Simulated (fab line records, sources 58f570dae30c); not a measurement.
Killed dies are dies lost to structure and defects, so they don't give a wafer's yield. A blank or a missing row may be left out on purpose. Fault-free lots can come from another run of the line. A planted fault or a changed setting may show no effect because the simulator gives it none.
fab line records ; flow berkeley_cmos170
[record] lots = 14; wafers = 42; last_day = 12
route steps=331 shown V1@263 M2@272
lots that met no fault: taken from a fault-free run of the same line
start_h: start of the lot's first displayed wafer, in hours after the record's first day ; wait_h: time in hours since the lot's previous step ; " unchanged from the row above ; L1.1+2: several wafers, shown together as one row ; - no value present, or no start provided ; * or withheld: withheld ; < > ~ a bound
route shown NAME@n: a module of which the file shows steps, and the number in the route of the first ; usual: mean/standard deviation of fault-free wafers ; same: alike in all rows ; chamber/n: place in a boat ; sites: readings site by site ; _std_site: standard deviation across them ; _edge_site: inner sites' mean taken away from outer sites' mean ; radius_mm: how far each site lies from the wafer's centre ; mask NAME#n: copy n ; behind: the last tool/chamber to shape the wafer ; hold: the reason the lot was held/the length of the hold in hours/how it ended ; device: the transistor (n, p or np) that didn't switch ; end of line: the same wafers' tests at the end of the route ; a step with no rows: only its recipe ; killed: dies that structure and defects cost at the first sort, which is not the same as the wafer's yield ; map: a wafer's dies, marking killed ones x, the rest . and places with no die _
set.NAME: the setting that was run; set.NAME@STEP: the one run at that earlier step ; model.NAME: the simulator's own value behind a step, which no gauge read
route steps across a sampled set of lots; one table per step, one row per wafer
services: the hour from which a tool's chamber was out of use, counted from the record's first day as start_h (under 0 if before that day), plus the number of hours and why
[[steps]]
[step UCB170_V1_EXPOSE_09]
[recipe] mask_id = VIA1; target_cd_nm = 700; na = 0.5; sigma_outer = 0.6; source_shape = conventional; dose_mj = 36.59
[usual] exposure_dose_mJ_cm2 = 36.96/0.031; focus_offset_nm = 0.0/0.57; na = 0.5/0
lot.wafer;tool;chamber;start_h;wait_h;mask;exposure_dose_mJ_cm2;focus_offset_nm;na
L201.2;krf_scanner-02;0;148.30;0.2;VIA1#0;36.93;-0.6;0.5
L201.5;krf_scanner-02;0;148.30;0.2;VIA1#0;36.92;-0.8;0.5
L201.6;krf_scanner-02;0;148.30;0.2;VIA1#0;37.00;0.0;0.5
L202.1;krf_scanner-02;0;164.01;0.1;VIA1#0;37.00;-0.1;0.5
L202.2;krf_scanner-02;0;164.01;0.1;VIA1#0;36.96;-0.4;0.5
L202.3;krf_scanner-02;0;164.01;0.1;VIA1#0;36.97;-0.7;0.5
L204.1;krf_scanner-02;0;164.46;0.1;VIA1#0;36.90;0.2;0.5
L204.5;krf_scanner-02;0;164.46;0.1;VIA1#0;36.97;0.4;0.5
L204.6;krf_scanner-02;0;164.46;0.1;VIA1#0;36.93;0.5;0.5
L205.1;krf_scanner-01;0;171.53;0.1;VIA1#0;36.93;-0.2;0.5
L205.3;krf_scanner-01;0;171.53;0.1;VIA1#0;36.88;0.0;0.5
L205.4;krf_scanner-01;0;171.53;0.1;VIA1#0;36.94;0.2;0.5
L208.3;krf_scanner-02;0;171.89;0.2;VIA1#0;36.95;-0.9;0.5
L208.4;krf_scanner-02;0;171.89;0.2;VIA1#0;36.96;-0.8;0.5
L208.6;krf_scanner-02;0;171.89;0.2;VIA1#0;36.95;-0.9;0.5
L211.2;krf_scanner-01;-;207.98;0.2;VIA1#0;-;-;-
L211.3;krf_scanner-01;-;207.98;0.2;VIA1#0;-;-;-
L211.5;krf_scanner-01;-;207.98;0.2;VIA1#0;-;-;-
L212.1;krf_scanner-02;-;208.21;0.5;VIA1#0;-;-;-
L212.3;krf_scanner-02;-;208.21;0.5;VIA1#0;-;-;-
L212.4;krf_scanner-02;-;208.21;0.5;VIA1#0;-;-;-
L213.2;krf_scanner-01;0;216.72;0.2;VIA1#0;36.95;0.8;0.5
L213.5;krf_scanner-01;0;216.72;0.2;VIA1#0;36.97;0.3;0.5
L213.6;krf_scanner-01;0;216.72;0.2;VIA1#0;36.97;-0.6;0.5
L214.2;krf_scanner-01;0;216.83;0.4;VIA1#0;36.96;-0.1;0.5
L214.5;krf_scanner-01;0;216.83;0.4;VIA1#0;37.01;0.6;0.5
L214.6;krf_scanner-01;0;216.83;0.4;VIA1#0;36.93;-0.2;0.5
L215.1;krf_scanner-01;0;229.81;0.1;VIA1#0;36.94;-0.3;0.5
L215.2;krf_scanner-01;0;229.81;0.1;VIA1#0;36.98;0.1;0.5
L215.3;krf_scanner-01;0;229.81;0.1;VIA1#0;36.99;-0.7;0.5
L216.2;krf_scanner-01;0;237.58;0.1;VIA1#0;36.92;-0.8;0.5
L216.3;krf_scanner-01;0;237.58;0.1;VIA1#0;37.05;0.3;0.5
L216.6;krf_scanner-01;0;237.58;0.1;VIA1#0;36.98;-0.3;0.5
L217.1;krf_scanner-01;0;241.56;0.1;VIA1#0;36.92;-0.3;0.5
L217.5;krf_scanner-01;0;241.56;0.1;VIA1#0;36.96;-0.4;0.5
L217.6;krf_scanner-01;0;241.56;0.1;VIA1#0;36.95;0.2;0.5
L221.2;krf_scanner-02;0;250.41;0.1;VIA1#0;36.96;0.3;0.5
L221.4;krf_scanner-02;0;250.41;0.1;VIA1#0;36.95;-0.5;0.5
L221.6;krf_scanner-02;0;250.41;0.1;VIA1#0;37.01;0.9;0.5
L223.1;krf_scanner-02;0;276.56;0.1;VIA1#0;36.92;0.5;0.5
L223.2;krf_scanner-02;0;276.56;0.1;VIA1#0;36.87;1.4;0.5
L223.4;krf_scanner-02;0;276.56;0.1;VIA1#0;36.88;0.1;0.5
[step UCB170_V1_OVL_MEAS_13]
[usual] V1_OVL = -5/5.8
lot.wafer;tool;chamber;start_h;wait_h;V1_OVL[nm]
L201.2;overlay-02;-;148.85;0.1;-2
L201.5;overlay-02;-;148.85;0.1;-3
L201.6;overlay-02;-;148.85;0.1;-7
L202.1;overlay-01;-;164.57;0.1;-4
L202.2;overlay-01;-;164.57;0.1;-5
L202.3;overlay-01;-;164.57;0.1;-9
L204.1;overlay-01;-;164.97;0.1;-11
L204.5;overlay-01;-;164.97;0.1;-14
L204.6;overlay-01;-;164.97;0.1;-13
L205.1;overlay-02;-;172.57;0.1;-1
L205.3;overlay-02;-;172.57;0.1;-1
L205.4;overlay-02;-;172.57;0.1;-12
L208.3;overlay-02;-;172.84;0.1;-7
L208.4;overlay-02;-;172.84;0.1;0
L208.6;overlay-02;-;172.84;0.1;0
L211.2;overlay-02;-;208.51;0.1;-
L211.3;overlay-02;-;208.51;0.1;-
L211.5;overlay-02;-;208.51;0.1;-
L212.1;overlay-02;-;208.92;0.1;-
L212.3;overlay-02;-;208.92;0.1;-
L212.4;overlay-02;-;208.92;0.1;-
L213.2;overlay-02;-;217.26;0.1;-11
L213.5;overlay-02;-;217.26;0.1;-14
L213.6;overlay-02;-;217.26;0.1;-2
L214.2;overlay-01;-;217.33;0.1;-16
L214.5;overlay-01;-;217.33;0.1;-16
L214.6;overlay-01;-;217.33;0.1;-17
L215.1;overlay-02;-;230.32;0.1;6
L215.2;overlay-02;-;230.32;0.1;-8
L215.3;overlay-02;-;230.32;0.1;1
L216.2;overlay-01;-;238.08;0.1;-14
L216.3;overlay-01;-;238.08;0.1;-12
L216.6;overlay-01;-;238.08;0.1;-11
L217.1;overlay-02;-;242.07;0.1;-4
L217.5;overlay-02;-;242.07;0.1;-2
L217.6;overlay-02;-;242.07;0.1;2
L221.2;overlay-01;-;251.24;0.1;-3
L221.4;overlay-01;-;251.24;0.1;-10
L221.6;overlay-01;-;251.24;0.1;-6
L223.1;overlay-02;-;277.11;0.1;0
L223.2;overlay-02;-;277.11;0.1;-3
L223.4;overlay-02;-;277.11;0.1;-6
[step UCB170_V1_STRIP_15]
[recipe] chemistry = O2; power_w = 400; pressure_mtorr = 3500; platen_temp_c = withheld; o2_flow_sccm = 400; overash_fraction = 0.5
[usual] chamber_pressure_mTorr = 3500.0/2.9; drypump_motor_current_A = 5.7/0.41; oes_product_au = 0.722/0.0047; strip_time_to_endpoint_s = 15.33/0.095
lot.wafer;tool;chamber;start_h;wait_h;chamber_pressure_mTorr;drypump_motor_current_A;oes_product_au;rf_hours_counter_h;strip_time_to_endpoint_s
L201.2;plasma_asher-02;1;149.06;0.1;3504.7;5.8;0.725;44;15.30
L201.5;plasma_asher-02;1;149.06;0.1;3496.8;5.8;0.713;-;15.36
L201.6;plasma_asher-02;0;149.06;0.1;3504.3;6.4;0.717;-;15.18
L202.1;plasma_asher-03;0;164.78;0.1;3501.2;5.6;0.720;5;15.29
L202.2;plasma_asher-03;1;164.78;0.1;3500.9;5.6;0.724;5;15.27
L202.3;plasma_asher-03;1;164.78;0.1;3501.8;5.6;0.725;-;15.49
L204.1;plasma_asher-02;1;165.19;0.1;3499.2;5.8;0.722;46;15.23
L204.5;plasma_asher-02;0;165.19;0.1;3499.8;6.3;0.714;-;15.26
L204.6;plasma_asher-02;1;165.19;0.1;3501.9;5.8;0.724;-;15.41
L205.1;plasma_asher-03;0;172.78;0.1;3504.3;5.6;0.734;6;15.19
L205.3;plasma_asher-03;1;172.78;0.1;3496.2;5.6;0.719;-;15.41
L205.4;plasma_asher-03;0;172.78;0.1;3497.4;5.6;0.719;-;15.40
L208.3;plasma_asher-02;0;173.08;0.1;3495.0;6.4;0.721;-;15.24
L208.4;plasma_asher-02;1;173.08;0.1;3496.3;5.8;0.726;-;15.21
L208.6;plasma_asher-02;1;173.08;0.1;3498.0;5.8;0.721;-;15.20
L211.2;plasma_asher-03;1;208.72;0.1;3502.4;5.6;0.716;9;15.47
L211.3;plasma_asher-03;0;208.72;0.1;3496.5;5.6;0.722;-;15.40
L211.5;plasma_asher-03;1;208.72;0.1;3499.5;5.6;0.724;-;15.35
L212.1;plasma_asher-03;1;209.13;0.1;3502.0;5.6;0.724;9;15.36
L212.3;plasma_asher-03;0;209.13;0.1;3504.6;5.6;0.723;-;15.29
L212.4;plasma_asher-03;1;209.13;0.1;3498.6;5.6;0.716;-;15.25
L213.2;plasma_asher-02;1;217.47;0.1;3506.7;5.8;0.723;51;15.31
L213.5;plasma_asher-02;0;217.47;0.1;3497.3;6.3;0.711;-;15.50
L213.6;plasma_asher-02;1;217.47;0.1;3497.3;5.8;0.732;-;15.35
L214.2;plasma_asher-04;0;217.54;0.1;3505.3;4.9;0.721;48;15.32
L214.5;plasma_asher-04;0;217.54;0.1;3499.4;4.9;0.728;-;15.26
L214.6;plasma_asher-04;1;217.54;0.1;3497.9;5.4;0.724;-;15.47
L215.1;plasma_asher-03;0;230.54;0.1;3498.8;5.6;0.726;12;15.16
L215.2;plasma_asher-03;1;230.54;0.1;3498.0;5.6;0.720;12;15.25
L215.3;plasma_asher-03;1;230.54;0.1;3500.2;5.6;0.715;-;15.35
L216.2;plasma_asher-02;0;238.29;0.1;3496.7;6.3;0.721;54;15.32
L216.3;plasma_asher-02;1;238.29;0.1;3505.2;5.8;0.725;-;15.16
L216.6;plasma_asher-02;1;238.29;0.1;3501.8;5.8;0.721;-;15.29
L217.1;plasma_asher-03;0;242.28;0.1;3499.4;5.6;0.720;13;15.30
L217.5;plasma_asher-03;1;242.28;0.1;3503.6;5.6;0.726;-;15.32
L217.6;plasma_asher-03;0;242.28;0.1;3496.5;5.6;0.719;-;15.37
L221.2;plasma_asher-02;0;251.45;0.1;3498.7;6.3;0.722;55;15.40
L221.4;plasma_asher-02;0;251.45;0.1;3500.6;6.3;0.718;-;15.42
L221.6;plasma_asher-02;1;251.45;0.1;3502.1;5.8;0.719;-;15.50
L223.1;plasma_asher-03;1;277.32;0.1;3499.9;5.6;0.723;17;15.34
L223.2;plasma_asher-03;0;277.32;0.1;3498.8;5.6;0.723;17;15.51
L223.4;plasma_asher-03;1;277.32;0.1;3507.1;5.6;0.717;-;15.29
[step UCB170_M2_SPUTTER_01]
[recipe] material = Al; target_thk_nm = 900; time_s = 120; power_w = 6000; chamber_pressure_pa = 0.5
[usual] chamber_pressure_pa = 0.5000/0.001; throttle_valve_pct = 30.0/0.95
lot.wafer;tool;chamber;start_h;wait_h;chamber_pressure_pa;throttle_valve_pct
L201.2;pvd_sputter-01;-;149.34;0.0;0.4987;28.9
L201.5;pvd_sputter-01;-;149.34;0.0;0.4991;29.6
L201.6;pvd_sputter-01;-;149.34;0.0;0.4981;30.5
L202.1;pvd_sputter-01;-;165.07;0.0;0.4995;29.1
L202.2;pvd_sputter-01;-;165.07;0.0;0.5007;30.4
L202.3;pvd_sputter-01;-;165.07;0.0;0.4990;29.7
L204.1;pvd_sputter-04;-;165.47;0.0;0.4997;29.0
L204.5;pvd_sputter-04;-;165.47;0.0;0.5014;28.8
L204.6;pvd_sputter-04;-;165.47;0.0;0.4990;29.9
L205.1;pvd_sputter-04;-;173.07;0.0;0.5003;28.6
L205.3;pvd_sputter-04;-;173.07;0.0;0.5001;32.2
L205.4;pvd_sputter-04;-;173.07;0.0;0.5001;29.0
L208.3;pvd_sputter-02;-;173.33;0.0;0.5005;29.9
L208.4;pvd_sputter-02;-;173.33;0.0;0.5003;30.1
L208.6;pvd_sputter-02;-;173.33;0.0;0.5007;30.5
L213.2;pvd_sputter-01;-;217.75;0.0;0.5014;29.0
L213.5;pvd_sputter-01;-;217.75;0.0;0.5007;29.6
L213.6;pvd_sputter-01;-;217.75;0.0;0.5021;29.1
L214.2;pvd_sputter-04;-;217.87;0.0;0.4992;29.1
L214.5;pvd_sputter-04;-;217.87;0.0;0.4992;29.9
L214.6;pvd_sputter-04;-;217.87;0.0;0.4993;29.0
L215.1;pvd_sputter-02;-;230.82;0.0;0.5001;30.4
L215.2;pvd_sputter-02;-;230.82;0.0;0.5010;29.6
L215.3;pvd_sputter-02;-;230.82;0.0;0.4997;30.0
L216.2;pvd_sputter-04;-;238.58;0.0;0.5003;29.7
L216.3;pvd_sputter-04;-;238.58;0.0;0.4999;32.1
L216.6;pvd_sputter-04;-;238.58;0.0;0.4982;29.7
L217.1;pvd_sputter-02;-;242.57;0.0;0.5001;29.9
L217.5;pvd_sputter-02;-;242.57;0.0;0.4997;29.8
L217.6;pvd_sputter-02;-;242.57;0.0;0.5000;30.9
L221.2;pvd_sputter-04;-;251.74;0.0;0.4989;28.6
L221.4;pvd_sputter-04;-;251.74;0.0;0.5004;30.0
L221.6;pvd_sputter-04;-;251.74;0.0;0.4994;28.6
L223.1;pvd_sputter-04;-;277.61;0.0;0.4997;28.4
L223.2;pvd_sputter-04;-;277.61;0.0;0.4997;29.9
L223.4;pvd_sputter-04;-;277.61;0.0;0.5015;31.9
[[services]]
tool;chamber;start_h;hours;kind
krf_scanner-01;-;128.20;0.4;repair
krf_scanner-01;-;139.13;1.3;pm
krf_scanner-02;-;155.64;4.4;pm
pvd_sputter-01;-;167.27;10.8;repair
plasma_asher-04;-;187.11;9.0;repair
krf_scanner-01;-;189.05;1.0;pm
pvd_sputter-02;-;191.05;1.9;repair
pvd_sputter-01;-;197.39;2.2;repair
pvd_sputter-02;-;199.39;2.4;repair
krf_scanner-02;-;203.03;1.3;pm
krf_scanner-01;-;210.41;1.0;repair
krf_scanner-02;-;256.57;1.0;pm
plasma_asher-02;-;261.78;2.5;repair
krf_scanner-01;-;268.07;0.8;pm
krf_scanner-02;0;271.17;-;calibration
[[key]]
[first_sign] step = UCB170_V1_EXPOSE_09; reading = tool_record; direction = missing
effect none on later readings
met_at UCB170_V1_EXPOSE_09
struck_lots L211,L212
later_rows_left_out L211.2,L211.3,L211.5,L212.1,L212.3,L212.4
sort_left_out L211.2,L211.3,L211.5,L212.1,L212.3,L212.4
not_acting_at UCB170_V1_OVL_MEAS_13,UCB170_V1_STRIP_15,UCB170_M2_SPUTTER_01
onset_between 171.89 207.98
[fault] kind = skipped_step_whole; tool = krf_scanner-01,krf_scanner-02; chamber = -; onset_h = 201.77; steps = UCB170_V1_EXPOSE_09; scope = struck_lots_only
// sort_left_out: the simulated sort isn't trusted on such a fault, so these wafers' sort isn't shown, and their yield isn't known
// later_rows_left_out: the simulator's readings of these wafers behind a module that went badly wrong aren't trusted and aren't shown, but for the sort
